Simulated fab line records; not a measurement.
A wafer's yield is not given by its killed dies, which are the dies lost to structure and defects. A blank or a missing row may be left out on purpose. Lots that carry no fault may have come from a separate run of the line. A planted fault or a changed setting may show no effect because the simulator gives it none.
Lot-split experiment    flow rit_cmos    on a route of 202 steps: 5 lots, 23 wafers read

== THE SPLIT ==
At RIT_ACTIVE_CVD_03 (deposits Si3N4 from SiH2Cl2/NH3, target thk 150 nm, time 1500 s), the setting sih2cl2_flow_sccm was moved away from the recipe's 60 sccm on 20 of the 23 wafers read, by -12.6% to +10.3%. All remaining wafers had this setting at the recipe value.

The file shows no step between the split and the reading.

== THE READING ==
At RIT_ACTIVE_THK_MEAS_04: ACTIVE_NITRIDE_THK, given in nm. On this fab line, fault-free wafers typically give 150.4 nm with a standard deviation of 1.4 nm.

wafer   tool, chamber at the split  sih2cl2_flow_sccm as run, sccm  against the recipe  ACTIVE_NITRIDE_THK, nm  against lot-mates on the recipe
L074.2  -, -                        53.35                           -11.1%              145.8                   no lot-mate on the recipe
L074.3  -, -                        53.35                           -11.1%              145.5                   no lot-mate on the recipe
L074.4  -, -                        53.35                           -11.1%              145.6                   no lot-mate on the recipe
L074.5  -, -                        53.35                           -11.1%              147.0                   no lot-mate on the recipe
L074.6  -, -                        53.35                           -11.1%              146.1                   no lot-mate on the recipe
L075.1  -, -                        66.21                           +10.3%              152.8                   no lot-mate on the recipe
L075.2  -, -                        66.21                           +10.3%              152.1                   no lot-mate on the recipe
L075.3  -, -                        66.21                           +10.3%              154.3                   no lot-mate on the recipe
L075.4  -, -                        66.21                           +10.3%              152.9                   no lot-mate on the recipe
L075.6  -, -                        66.21                           +10.3%              152.6                   no lot-mate on the recipe
L076.3  lpcvd-02, 1                 60                              recipe              148.4                   -
L076.4  lpcvd-02, 1                 60                              recipe              148.4                   -
L076.5  lpcvd-02, 1                 60                              recipe              149.7                   -
L080.1  -, -                        56.33                           -6.1%               147.0                   no lot-mate on the recipe
L080.2  -, -                        56.33                           -6.1%               147.4                   no lot-mate on the recipe
L080.4  -, -                        56.33                           -6.1%               148.4                   no lot-mate on the recipe
L080.5  -, -                        56.33                           -6.1%               145.8                   no lot-mate on the recipe
L080.6  -, -                        56.33                           -6.1%               147.4                   no lot-mate on the recipe
L084.2  -, -                        52.43                           -12.6%              145.1                   no lot-mate on the recipe
L084.3  -, -                        52.43                           -12.6%              145.5                   no lot-mate on the recipe
L084.4  -, -                        52.43                           -12.6%              145.5                   no lot-mate on the recipe
L084.5  -, -                        52.43                           -12.6%              146.0                   no lot-mate on the recipe
L084.6  -, -                        52.43                           -12.6%              147.1                   no lot-mate on the recipe

THE FIT
A straight line over all 23 wafers: ACTIVE_NITRIDE_THK changes by +0.312 nm for each +1% of sih2cl2_flow_sccm; r = +0.96; the points scatter about the line by 0.81 nm.
Too few moved wafers with a lot-mate on the recipe to fit a line net of each lot's own level.

== THE WHOLE CHAIN: every reading that the file lists as answering this split, in the file's order ==
step                    what it does                                                         reading                                                                         change (the file's fit)                r (the file's)
RIT_ACTIVE_CVD_03       deposits Si3N4 from SiH2Cl2/NH3, target thk 150 nm, time 1500 s      Si3N4_of_ACTIVE_CVD_03.thk_nm (the simulator's own value, which no gauge read)  +0.31 nm for each +1% of the setting   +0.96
RIT_ACTIVE_THK_MEAS_04                                                                       ACTIVE_NITRIDE_THK                                                              +0.312 for each +1% of the setting     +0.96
RIT_ACTIVE_ETCH_13      etches Si3N4 in SF6, stops on SiO2, time 210 s, target depth 210 nm  etch.depth_nm (the simulator's own value, which no gauge read)                  +0.316 nm for each +1% of the setting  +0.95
RIT_FOX1_WET_ETCH_02    etches SiO2 in BOE, target depth 350 nm, time 390 s                  Si3N4_of_ACTIVE_CVD_03.thk_nm (the simulator's own value, which no gauge read)  +0.319 nm for each +1% of the setting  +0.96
RIT_FOX2_OXIDATION_00   target thk 350.7 nm, ox time 1130 s                                  Si3N4_of_ACTIVE_CVD_03.thk_nm (the simulator's own value, which no gauge read)  +0.304 nm for each +1% of the setting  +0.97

== THE FILE'S OWN FIT ==
ACTIVE_NITRIDE_THK changes by +0.312 nm for each +1% of sih2cl2_flow_sccm, r = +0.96.
